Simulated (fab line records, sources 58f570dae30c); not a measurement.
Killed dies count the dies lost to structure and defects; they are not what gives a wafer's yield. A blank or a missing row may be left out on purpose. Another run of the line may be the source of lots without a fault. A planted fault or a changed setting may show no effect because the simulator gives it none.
Problem report in the 8D (eight disciplines) form, filled by code -- flow berkeleyCmos170 -- the parts of the form that need people (team, actions taken, sign-off) are left out

1. WHAT WENT WRONG
Mean of killed_at_M0_to_M3 at UCB170_M3_PROBE_99: 18.7 across 6 wafers in 2 lots; on wafers with no fault it is 0.8 (standard deviation 0.94). That puts it +19 standard deviations away from the usual mean.
First observed at day 12 15:53: wafer L728.3, on prober-01. Wafers with a number at this step in the record: 15, from 5 lots. By rule, "out" or "out of limits" means more than 4 standard deviations away from the usual mean. All remaining wafers that have a number are taken as sound.

2. WHAT IT IS; WHAT IT IS NOT
question,is,is not
which readings at this step,"killed_at_M0_to_M3, defectLimitedYield, killedDies, killedOnRim, sort_bin_3_pad_short, sort_bin_5_function, sortNPass, sortYieldPct",killedShort
which lots,"L728, L729","L721, L723, L727"
which wafers of those lots,all that have a number,-
read on which tools,"prober-01, prober-02",-
when,from day 12 15:53,up to then (6 sound wafers); but 3 sound wafers of L727 came after

3. WHAT RULES OUT EACH SUSPECT
Counting: a tool at a process step up to the reading stays a suspect if it ran every lot that is out and no sound lot after the first of them.
- rieMetal-01 at UCB170_M3_METAL_ETCH_18 (etches Al in Cl2/BCl3, stops on SiO2, target depth 1170 nm, time 195 s): kept. Every lot that is out went through it, starting with L728 (day 12 15:20), and after that it ran no sound lot; the last sound lot it ran before then is L721 (day 11 09:15).
The count leaves rieMetal-01 at UCB170_M3_METAL_ETCH_18.

4. THE CAUSE (what the simulator had put in)
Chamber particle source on rieMetal-01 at UCB170_M3_METAL_ETCH_18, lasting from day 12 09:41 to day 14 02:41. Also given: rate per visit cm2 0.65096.
Only this tool survived the counting.

5. THE CHAIN OF EFFECTS, in route order
Each row: a reading whose mean over the struck wafers that have a number lies more than 3 standard deviations from the usual. Scope: only readings with a usual standard deviation given in the record; hours: median across lots of the time from each lot's start at the first step in this table that gives one to its start at this step; sigmas: change in usual standard deviations.
hours,step,reading,usual,on struck wafers,change,sigmas
0,UCB170_M3_PROBE_99,defectLimitedYield,98.9 %,91.9,-7.0,-10
0,UCB170_M3_PROBE_99,killed_at_M0_to_M3,0.8,18.7,+17.9,+19
0,UCB170_M3_PROBE_99,killedDies,2.9,21.3,+18.4,+10
0,UCB170_M3_PROBE_99,killedOnRim,0.9,8.5,+7.6,+7.8
0,UCB170_M3_PROBE_99,sort_bin_3_pad_short,0.1 %,1.4,+1.3,+8.3
0,UCB170_M3_PROBE_99,sort_bin_5_function,0.7 %,5.3,+4.6,+8.7
0,UCB170_M3_PROBE_99,sortNPass,261.1,242.7,-18.4,-10
0,UCB170_M3_PROBE_99,sortYieldPct,98.9 %,91.9,-7.0,-10
It contains these process steps:
- UCB170_M3_PROBE_99

6. WHAT WOULD HAVE CAUGHT IT SOONER
In this record no reading fell out of limits until day 12 15:53, 6 hours after the fault had begun at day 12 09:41.
An alarm limit of 4 standard deviations would not have fired on the tool readings at UCB170_M3_METAL_ETCH_18 for which the record gives a usual standard deviation, since none of them was out on any struck wafer.
Among the 2 lots that are out, L729 began UCB170_M3_METAL_ETCH_18 on rieMetal-01 after day 12 15:53. Had the tool been put on hold then, it would have been spared.
